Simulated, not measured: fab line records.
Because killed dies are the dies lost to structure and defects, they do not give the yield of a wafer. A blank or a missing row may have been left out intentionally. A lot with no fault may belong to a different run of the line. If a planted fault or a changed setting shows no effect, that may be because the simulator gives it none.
Check for tools in common ; flow berkeley_cmos170 ; 14 lots, 42 wafers sampled

== WHY IT WAS OPENED ==
2 of 14 lots carry a flag on the reading PSD_RS at UCB170_SDANNEAL_RS_MEAS_02. No-fault wafers: 75.58 ohm/sq, standard deviation 0.26.
Rule: flag the lot when none of its wafers has a number, or when each of its wafers that has one lies beyond 4 standard deviations from that mean. The rest of the lots are taken to be sound.

lot;measured;on;PSD_RS (ohm/sq), wafer by wafer;flag
L760;day 6 22:07;film_metro-02;75.46 75.38 75.76;
L765;day 7 21:11;film_metro-02;75.96 76.32 75.46;
L766;day 8 03:08;film_metro-03;75.67 75.80 75.57;
L767;day 8 10:36;film_metro-02;75.43 75.41 75.42;
L768;day 8 11:02;film_metro-03;75.64 75.68 75.38;
L771;day 9 01:57;film_metro-02;75.59 75.76 75.96;
L770;day 9 03:37;film_metro-01;75.63 75.41 75.50;
L772;day 9 12:29;film_metro-03;78.89 78.89 78.88;FLAGGED
L774;day 10 00:41;film_metro-01;78.71 78.97 78.79;FLAGGED
L775;day 10 01:08;film_metro-03;75.44 75.09 75.44;
L776;day 10 07:23;film_metro-03;75.96 76.41 76.00;
L778;day 10 19:39;film_metro-01;75.18 75.23 75.41;
L781;day 11 04:50;film_metro-03;75.42 75.60 75.33;
L782;day 11 17:26;film_metro-01;75.47 75.49 75.51;
Average over the flagged lots: 78.86 ohm/sq; offset from the usual +3.28 ohm/sq, equal to +13 standard deviations.

== LOT BY LOT: THE TOOL USED ==
Before the reading, the record contains 2 process steps out of a 331-step route. In each cell: the tool, then ch and the chambers that the sampled wafers went through, then the start.
lot;flag;UCB170_PSD_IMPLANT_08;UCB170_PSD_STRIP_09
L760;;implanter-02 ch 0, day 6 19:03;plasma_asher-02 ch 0,1, day 6 19:11
L765;;implanter-02 ch 0, day 7 17:01;plasma_asher-02 ch 0,1, day 7 17:07
L766;;implanter-04 ch 0, day 7 23:01;plasma_asher-01 ch 0,1, day 7 23:10
L767;;implanter-02 ch 0, day 8 06:39;plasma_asher-03 ch 0,1, day 8 06:48
L768;;implanter-04 ch 0, day 8 06:52;plasma_asher-01 ch 0,1, day 8 06:59
L771;;implanter-04 ch 0, day 8 22:34;plasma_asher-01 ch 0,1, day 8 22:41
L770;;implanter-04 ch 0, day 8 23:21;plasma_asher-01 ch 0,1, day 8 23:29
L772;FLAGGED;implanter-04 ch 0, day 9 06:08;plasma_asher-01 ch 0,1, day 9 06:16
L774;FLAGGED;implanter-04 ch 0, day 9 21:40;plasma_asher-02 ch 0,1, day 9 21:49
L775;;implanter-03 ch 0, day 9 21:47;plasma_asher-01 ch 0,1, day 9 21:56
L776;;implanter-02 ch 0, day 10 03:11;plasma_asher-02 ch 0,1, day 10 03:20
L778;;implanter-02 ch 0, day 10 15:38;plasma_asher-02 ch 0,1, day 10 15:47
L781;;implanter-03 ch 0, day 11 01:41;plasma_asher-02 ch 0,1, day 11 01:49
L782;;implanter-03 ch 0, day 11 12:14;plasma_asher-03 ch 0,1, day 11 12:20
What these steps do:
- UCB170_PSD_IMPLANT_08
- UCB170_PSD_STRIP_09: strips in O2.
- UCB170_SDANNEAL_RS_MEAS_02: measures by four-point-probe.

== FLAGGED OVER TOTAL, TOOL BY TOOL (the gauges that took the reading come last) ==
step;tool;lots run;flagged;share of the flagged lots;sound lots run after its first flagged lot
UCB170_PSD_IMPLANT_08;implanter-02;5;0;none;-
UCB170_PSD_IMPLANT_08;implanter-03;3;0;none;-
UCB170_PSD_IMPLANT_08;implanter-04;6;2;all;0
UCB170_PSD_STRIP_09;plasma_asher-01;6;1;some;1 (L775)
UCB170_PSD_STRIP_09;plasma_asher-02;6;1;some;3 (L776,L778,L781)
UCB170_PSD_STRIP_09;plasma_asher-03;2;0;none;-
UCB170_SDANNEAL_RS_MEAS_02;film_metro-01;4;1;some;2 (L778,L782)
UCB170_SDANNEAL_RS_MEAS_02;film_metro-02;4;0;none;-
UCB170_SDANNEAL_RS_MEAS_02;film_metro-03;6;1;some;3 (L775,L776,L781)

== WHAT IS ALLOWED BY THE TABLE ==
1 row of the table ran every flagged lot: implanter-04 at UCB170_PSD_IMPLANT_08.
- implanter-04 at UCB170_PSD_IMPLANT_08 ran 6 lots, 2 of them flagged. Its last sound lot is L770 (day 8 23:21), its first flagged lot L772 (day 9 06:08): a fault that began between those two fits.
Left over: one tool, implanter-04 at UCB170_PSD_IMPLANT_08.

== WHAT HAD BEEN PUT IN BY THE SIMULATOR ==
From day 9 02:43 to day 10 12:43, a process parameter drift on implanter-04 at UCB170_PSD_IMPLANT_08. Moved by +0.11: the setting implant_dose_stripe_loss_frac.
Struck lots among those shown: L772, L774. The same result came from the rule above.
